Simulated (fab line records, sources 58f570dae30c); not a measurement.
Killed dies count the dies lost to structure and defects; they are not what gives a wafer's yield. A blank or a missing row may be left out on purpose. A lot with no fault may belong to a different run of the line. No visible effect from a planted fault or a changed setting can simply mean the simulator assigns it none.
Chamber matching -- flow berkeley_cmos170 -- UCB170_V2_CVD_00 on pecvd-03 has 3 sister chambers
The step deposits SiO2 from TEOS/O2, target thk 2000 nm, time 250 s. 14 wafers are shown with their chamber, then 7 later ones without.

WAFERS, EACH WITH ITS CHAMBER
wafer,chamber,heater_power_w (W)
L431.3,0,269
L431.5,2,185
L431.6,0,331
L433.2,0,309
L433.3,1,251
L433.5,0,225
L435.1,0,242
L435.3,1,246
L435.6,0,307
L439.2,2,262
L439.3,1,261
L439.6,2,188
L446.1,0,244
L446.4,2,192

SIGNATURES (means of the wafers above)
reading,chamber 0,chamber 1,chamber 2,scatter within a chamber
heater_power_w,275.29,252.67,206.75,35.8
Rule: a wafer lies at a distance from a chamber equal to the root of the sum of squares, over the readings, of (its reading less the chamber's mean, divided by the reading's scatter). If the next closest chamber is less than 2 further off than the closest, the wafer can't be placed; otherwise it belongs to the closest. The scatter is the square root of a quotient: the sum, over the shown wafers, of each reading's squared deviation from its chamber's mean, divided by wafers minus chambers.

WAFERS MISSING THEIR CHAMBER
wafer,heater_power_w (W)
L446.5,280
L448.1,260
L448.4,287
L448.6,184
L453.3,231
L453.5,294
L453.6,185

WHICH CHAMBER EACH WENT THROUGH
wafer,from the rows above,in truth
L446.5,can't be placed: 0 or 1 or 2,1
L448.1,can't be placed: 1 or 0 or 2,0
L448.4,can't be placed: 0 or 1 or 2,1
L448.6,can't be placed: 2 or 1 or 0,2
L453.3,can't be placed: 1 or 2 or 0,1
L453.5,can't be placed: 0 or 1 or 2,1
L453.6,can't be placed: 2 or 1 or 0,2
Placed correctly: 0 of 7. Not placeable from these rows: 7 (in 7, the candidates include the true chamber). 0 placed wrongly.
